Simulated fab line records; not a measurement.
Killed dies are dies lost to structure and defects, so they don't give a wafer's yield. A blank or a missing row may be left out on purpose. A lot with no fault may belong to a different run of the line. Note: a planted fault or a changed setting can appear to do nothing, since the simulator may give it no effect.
Split-lot study ; flow rit_cmos ; 23 wafers read from 5 lots, route of 202 steps

## THE SPLIT
At RIT_NLDD_COAT_01 (resist thk 1000 nm), the setting spin_rpm was moved away from the recipe's 3250 rpm on 8 of the 23 wafers read, by -7.3% to +5.7%. All remaining wafers had this setting at the recipe value.

## FROM THE SPLIT TO THE READING: what the file shows between them, 3 steps
- RIT_NLDD_SOFTBAKE_02: time 60 s
- RIT_NLDD_EXPOSE_03: exposes mask M7, target cd 40700 nm
- RIT_NLDD_DEVELOP_05: develop time 50 s

## THE READING
NOVOLAK_of_NLDD_COAT_01.thk_nm (the simulator's own value, which no gauge read), in nm, at RIT_NLDD_HARDBAKE_07 (time 60 s). There is no usual value for it anywhere in the file. Average 883.6 nm, standard deviation 2.2 nm, over the 15 wafers here run with the recipe.

wafer;tool, chamber at the split;spin_rpm as run, rpm;against the recipe;NOVOLAK_of_NLDD_COAT_01.thk_nm, nm;against lot-mates on the recipe
L074.1;litho_track-04, 0;3250;recipe;880.9;-
L074.4;litho_track-04, 0;3250;recipe;881.7;-
L074.5;litho_track-04, 0;3250;recipe;882.1;-
L076.1;litho_track-04, 0;3013;-7.3%;917.6;+34.3
L076.2;litho_track-04, 0;3250;recipe;884;-
L076.4;litho_track-04, 0;3250;recipe;884.8;-
L076.5;litho_track-04, 0;3013;-7.3%;915.8;+32.5
L076.6;litho_track-04, 0;3250;recipe;881;-
L077.1;litho_track-03, 0;3250;recipe;883.6;-
L077.3;litho_track-03, 0;3250;recipe;881.2;-
L077.4;litho_track-03, 0;3250;recipe;881.9;-
L077.5;litho_track-03, 0;3435;+5.7%;858.5;-23.7
L077.6;litho_track-03, 0;3435;+5.7%;857.9;-24.3
L081.1;litho_track-04, 0;3072;-5.5%;911.5;+24.4
L081.2;litho_track-04, 0;3072;-5.5%;910.6;+23.5
L081.4;litho_track-04, 0;3250;recipe;886.4;-
L081.5;litho_track-04, 0;3250;recipe;888.3;-
L081.6;litho_track-04, 0;3250;recipe;886.6;-
L083.1;litho_track-04, 0;3250;recipe;884.9;-
L083.3;litho_track-04, 0;3250;recipe;882.2;-
L083.4;litho_track-04, 0;3250;recipe;884.8;-
L083.5;litho_track-04, 0;3059;-5.9%;911.9;+27.9
L083.6;litho_track-04, 0;3059;-5.9%;910.4;+26.4

FIT RESULTS
A straight line over all 23 wafers: NOVOLAK_of_NLDD_COAT_01.thk_nm changes by -4.63 nm for each +1% of spin_rpm; r = -0.99; the points scatter about the line by 2 nm.
The same after taking each lot's own level away (the mean of its wafers on the recipe; 23 wafers): -4.45 nm for each +1%; r = -1.00; scatter 1.2 nm.
On that fit, the largest move of spin_rpm shifts the reading by 32 nm.
Across the lots, their own levels run from 881.57 to 887.10 nm, a range of 2.5 times the standard deviation given above.
Hence the lot-to-lot level has little effect on the slope; both slopes agree.
Check: with one of the wafers moved furthest among these (-7.3%) left out of the fit, the line predicts +32.3 nm for it against its lot-mates. Against them it came out at +34.3 nm.

## FURTHER SPLITS ON THESE WAFERS
Other splits were also applied to these wafers ahead of the reading. Each is held against what the fit with the lots' levels taken away leaves over:
other split on the same wafers;wafers away from the commonest value;r with NOVOLAK_of_NLDD_COAT_01.thk_nm (lot level and that fit taken away)
RIT_ACTIVE_CVD_03 time_s;10;+0.09
RIT_ACTIVE_COAT_06 spin_rpm;6;+0.16
RIT_FOX1_OXIDATION_00 ox_time_s;18;+0.14
RIT_NWELL_IMPLANT_08 dose_cm2;6;+0.21
RIT_PWELL_DEVELOP_05 dev_temp_c;8;-0.22
RIT_NRETRO_SOFTBAKE_02 temp_c;8;-0.14
RIT_NRETRO_DEVELOP_05 develop_time_s;8;+0.35
RIT_GATE_OXIDATION_05 temp_c;15;-0.02
RIT_GATE_DEVELOP_15 dev_temp_c;8;+0.17

## THE WHOLE CHAIN: every reading that the file lists as answering this split, in the file's order
step;what it does;reading;change (the file's fit);r (the file's)
RIT_NLDD_COAT_01;resist thk 1000 nm;NOVOLAK_of_NLDD_COAT_01.thk_nm (the simulator's own value, which no gauge read);-5.11 nm for each +1% of the setting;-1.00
RIT_NLDD_HARDBAKE_07;time 60 s;NOVOLAK_of_NLDD_COAT_01.thk_nm (the simulator's own value, which no gauge read);-4.47 nm for each +1% of the setting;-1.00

## FILE'S OWN FIT
NOVOLAK_of_NLDD_COAT_01.thk_nm changes by -4.47 nm for each +1% of spin_rpm, r = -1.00.
